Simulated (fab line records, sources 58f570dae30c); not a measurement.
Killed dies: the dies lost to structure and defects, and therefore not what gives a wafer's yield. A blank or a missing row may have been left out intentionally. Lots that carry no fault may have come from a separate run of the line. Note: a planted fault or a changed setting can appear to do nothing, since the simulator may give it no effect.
fab line records	flow berkeleyCmos170
record: lots: 14	wafers: 42	lastDay: 11
route steps=331 shown PWELL@47 PFIELD@88 PLDD@152 M1@251
lots with no fault: from the same line, run without faults
startH: hours from the record's first day to the start of the lot's first wafer shown	waitH: hours elapsed since this lot's preceding step	" the same as in the row above	L1.1+2: a row that stands for several wafers	- either no value or no given start	* or withheld: withheld	< > ~ a bound
route shown NAME@n: a module of which the file shows steps, and the number in the route of the first	usual: average and standard deviation across the fault-free wafers	same: alike in all rows	chamber/n: place in a boat	sites: per-site readings	_std_site: the values' standard deviation	_edge_site: the outer-site mean with the inner-site mean subtracted	radiusMm: for every site, how far away it sits from the centre of the wafer	mask NAME#n: copy n	behind: tool/chamber where the wafer was last shaped	hold: what put the lot on hold/how long, in hours/how the hold closed	device: the transistor (n, p or np) that didn't switch	end of line: tests run on the same wafers once the route is complete	step lacking rows: just its recipe	killed: not the wafer's yield, but the dies lost to structure and defects at the first sort	map: per-die view of a wafer (x killed, . not killed, _ where there is no die)
set.NAME: setting as actually run; set.NAME@STEP: the setting as run at that earlier step	model.NAME: the simulator's own value behind a step, which no gauge read
route steps across a sampled set of lots; one table per step, one row per wafer
services: when a tool's chamber went out of use (startH, in hours from the record's first day, below 0 if earlier), for how many hours, and the reason
== steps ==
step: UCB170_PWELL_OVL_MEAS_13
usual: PWELL_OVL: -2/4.8
lot.wafer	tool	chamber	startH	waitH	PWELL_OVL[nm]
L649.2	overlay-02	-	49.21	-	-5
L649.3	"	-	"	"	-3
L649.6	"	-	"	"	-3
L650.2	overlay-02	-	59.92	-	-6
L650.5	"	-	"	"	-8
L650.6	"	-	"	"	-11
L651.1	overlay-01	-	65.51	-	2
L651.2	"	-	"	"	0
L651.4	"	-	"	"	5
L654.1	overlay-01	-	84.48	-	0
L654.2	"	-	"	"	3
L654.4	"	-	"	"	-3
L659.1	overlay-02	-	92.52	-	-1
L659.2	"	-	"	"	3
L659.3	"	-	"	"	-4
L660.2	overlay-02	-	99.05	-	-2
L660.3	"	-	"	"	3
L660.5	"	-	"	"	1
L661.1	overlay-02	-	106.20	-	0
L661.2	"	-	"	"	-4
L661.5	"	-	"	"	-1
L663.2	overlay-02	-	113.74	-	-6
L663.3	"	-	"	"	-12
L663.6	"	-	"	"	-8
L664.2	overlay-02	-	119.85	-	4
L664.4	"	-	"	"	-1
L664.6	"	-	"	"	-6
L665.1	overlay-02	-	132.70	-	6
L665.5	"	-	"	"	-1
L665.6	"	-	"	"	-4
L667.1	overlay-01	-	143.12	-	3
L667.4	"	-	"	"	-2
L667.6	"	-	"	"	-3
L668.1	overlay-01	-	147.84	-	3
L668.4	"	-	"	"	-8
L668.6	"	-	"	"	-6
L669.1	overlay-01	-	155.28	-	-9
L669.4	"	-	"	"	-2
L669.6	"	-	"	"	4
L671.1	overlay-02	-	159.34	-	-5
L671.4	"	-	"	"	-5
L671.6	"	-	"	"	-4
step: UCB170_PFIELD_TW_MEAS_09
usual: PFIELD_TW: 601/10
lot.wafer	tool	chamber	startH	waitH	PFIELD_TW
L649.2	filmMetro-02	-	75.38	0.1	590
L649.3	"	-	"	"	592
L649.6	"	-	"	"	592
L650.2	filmMetro-02	-	89.77	0.1	592
L650.5	"	-	"	"	593
L650.6	"	-	"	"	591
L651.1	filmMetro-04	-	94.92	0.1	612
L651.2	"	-	"	"	613
L651.4	"	-	"	"	613
L654.1	filmMetro-01	-	117.82	0.1	606
L654.2	"	-	"	"	605
L654.4	"	-	"	"	603
L659.1	filmMetro-02	-	122.10	0.1	587
L659.2	"	-	"	"	590
L659.3	"	-	"	"	590
L660.2	filmMetro-01	-	127.90	0.1	605
L660.3	"	-	"	"	606
L660.5	"	-	"	"	606
L661.1	filmMetro-04	-	142.58	0.1	608
L661.2	"	-	"	"	608
L661.5	"	-	"	"	608
L664.2	filmMetro-04	-	150.53	0.1	608
L664.4	"	-	"	"	607
L664.6	"	-	"	"	608
L663.2	filmMetro-02	-	150.80	0.1	587
L663.3	"	-	"	"	585
L663.6	"	-	"	"	586
L665.1	filmMetro-02	-	162.86	0.1	587
L665.5	"	-	"	"	589
L665.6	"	-	"	"	589
L667.1	filmMetro-04	-	173.39	0.1	609
L667.4	"	-	"	"	608
L667.6	"	-	"	"	611
L668.1	filmMetro-04	-	176.94	0.1	612
L668.4	"	-	"	"	609
L668.6	"	-	"	"	609
L671.1	filmMetro-02	-	189.44	0.1	588
L671.4	"	-	"	"	590
L671.6	"	-	"	"	589
L669.1	filmMetro-02	-	189.54	0.1	586
L669.4	"	-	"	"	588
L669.6	"	-	"	"	587
step: UCB170_PLDD_OVL_MEAS_07
usual: PLDD_OVL: 3/5
lot.wafer	tool	chamber	startH	waitH	PLDD_OVL[nm]
L649.2	overlay-01	-	120.16	0.1	-1
L649.3	"	-	"	"	-7
L649.6	"	-	"	"	1
L650.2	overlay-01	-	137.75	0.1	7
L650.5	"	-	"	"	-5
L650.6	"	-	"	"	0
L651.1	overlay-01	-	144.30	0.1	-3
L651.2	"	-	"	"	1
L651.4	"	-	"	"	4
L659.1	overlay-02	-	165.01	0.1	1
L659.2	"	-	"	"	6
L659.3	"	-	"	"	5
L654.1	overlay-02	-	165.56	0.1	5
L654.2	"	-	"	"	2
L654.4	"	-	"	"	9
L660.2	overlay-02	-	177.35	0.1	0
L660.3	"	-	"	"	0
L660.5	"	-	"	"	-2
L661.1	overlay-02	-	183.67	0.1	6
L661.2	"	-	"	"	7
L661.5	"	-	"	"	10
L663.2	overlay-02	-	195.41	0.1	3
L663.3	"	-	"	"	10
L663.6	"	-	"	"	4
L664.2	overlay-01	-	196.12	0.1	-2
L664.4	"	-	"	"	3
L664.6	"	-	"	"	-2
L665.1	overlay-02	-	201.82	0.1	7
L665.5	"	-	"	"	9
L665.6	"	-	"	"	15
L667.1	overlay-01	-	215.91	0.1	6
L667.4	"	-	"	"	6
L667.6	"	-	"	"	5
L668.1	overlay-01	-	222.18	0.1	6
L668.4	"	-	"	"	1
L668.6	"	-	"	"	-6
L669.1	overlay-02	-	228.86	0.1	-3
L669.4	"	-	"	"	1
L669.6	"	-	"	"	-4
L671.1	overlay-01	-	229.10	0.1	0
L671.4	"	-	"	"	7
L671.6	"	-	"	"	-1
step: UCB170_M1_STRIP_13
recipe: chemistry: O2	powerW: 400	pressureMtorr: 3500	platenTempC: withheld	o2FlowSccm: 400	overashFraction: 0.5
usual: drypumpMotorCurrentA: 5.5/0.33	oesProductAu: 0.721/0.004	overashFraction: 0.5/0
lot.wafer	tool	chamber	startH	waitH	drypumpMotorCurrentA	oesProductAu	overashFraction	rfHoursCounterH
L649.2	plasmaAsher-04	1	141.71	0.1	5.3	0.722	0.5	2
L649.3	"	0	"	"	5.4	0.717	0.5	-
L649.6	"	0	"	"	5.4	0.723	0.5	-
L650.2	plasmaAsher-01	1	159.26	0.1	6.0	0.722	0.5	34
L650.5	"	1	"	"	6.0	0.714	0.5	-
L650.6	"	0	"	"	5.6	0.723	0.5	-
L651.1	plasmaAsher-04	1	165.89	0.1	5.4	0.719	0.5	5
L651.2	"	0	"	"	5.3	0.716	0.5	5
L651.4	"	0	"	"	5.3	0.715	0.5	-
L659.1	plasmaAsher-03	0	188.16	0.1	5.1	0.721	0.5	51
L659.2	"	1	"	"	5.9	0.726	0.5	51
L659.3	"	1	"	"	5.9	0.714	0.5	-
L654.1	plasmaAsher-04	0	191.47	0.2	5.4	0.657	0.7	8
L654.2	"	1	"	"	5.3	0.665	0.7	8
L654.4	"	1	"	"	5.4	0.656	0.7	-
L660.2	plasmaAsher-04	1	204.86	0.1	5.4	0.668	0.7	9
L660.3	"	1	"	"	5.3	0.664	0.7	-
L660.5	"	0	"	"	5.4	0.663	0.7	-
L661.1	plasmaAsher-03	1	208.49	0.1	5.9	0.723	0.5	54
L661.2	"	0	"	"	5.1	0.721	0.5	54
L661.5	"	0	"	"	5.0	0.716	0.5	-
L663.2	plasmaAsher-01	1	215.34	0.1	6.0	0.723	0.5	41
L663.3	"	1	"	"	6.0	0.711	0.5	-
L663.6	"	1	"	"	6.0	0.722	0.5	-
L664.2	plasmaAsher-03	0	220.53	0.1	5.1	0.722	0.5	55
L664.4	"	1	"	"	5.9	0.723	0.5	-
L664.6	"	0	"	"	5.1	0.719	0.5	-
L665.1	plasmaAsher-03	0	222.58	0.1	5.1	0.727	0.5	56
L665.5	"	0	"	"	5.1	0.725	0.5	-
L665.6	"	1	"	"	5.9	0.722	0.5	-
L667.1	plasmaAsher-01	0	238.11	0.1	5.6	0.722	0.5	43
L667.4	"	0	"	"	5.6	0.721	0.5	-
L667.6	"	1	"	"	6.0	0.727	0.5	-
L668.1	plasmaAsher-03	0	243.88	0.1	5.1	0.716	0.5	58
L668.4	"	0	"	"	5.1	0.720	0.5	-
L668.6	"	1	"	"	5.9	0.718	0.5	-
L669.1	plasmaAsher-01	0	247.78	0.1	5.5	0.725	0.5	44
L669.4	"	1	"	"	6.0	0.720	0.5	-
L669.6	"	1	"	"	6.0	0.725	0.5	-
L671.1	plasmaAsher-01	0	249.70	0.1	5.5	0.721	0.5	44
L671.4	"	0	"	"	5.6	0.722	0.5	-
L671.6	"	0	"	"	5.6	0.722	0.5	-
== services ==
tool	chamber	startH	hours	kind
plasmaAsher-04	0	117.75	-	clean
plasmaAsher-04	1	117.75	-	clean
plasmaAsher-04	-	147.88	1.2	repair
plasmaAsher-03	-	150.77	2.4	repair
plasmaAsher-01	-	226.52	4.3	pm
== key ==
firstSign: step: UCB170_M1_STRIP_13	reading: overashFraction	direction: up	sigmas: 99+	usual: 0.5	struck: 0.7
effect: step: UCB170_M1_STRIP_13	reading: oesProductAu	direction: down	sigmas: 15	usual: 0.721	struck: 0.662
metAt UCB170_M1_STRIP_13
struckLots L654,L660
notActingAt UCB170_PWELL_OVL_MEAS_13,UCB170_PFIELD_TW_MEAS_09,UCB170_PLDD_OVL_MEAS_07
onsetBetween 165.89 191.47
fault: kind: processParameterDrift	tool: plasmaAsher-04	chamber: -	onsetH: 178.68	steps: UCB170_M1_STRIP_13	channel: overashFraction	offset: 0.2	shape: step	endH: 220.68	actsIn: theseRecipesOnly	stated: 0.5
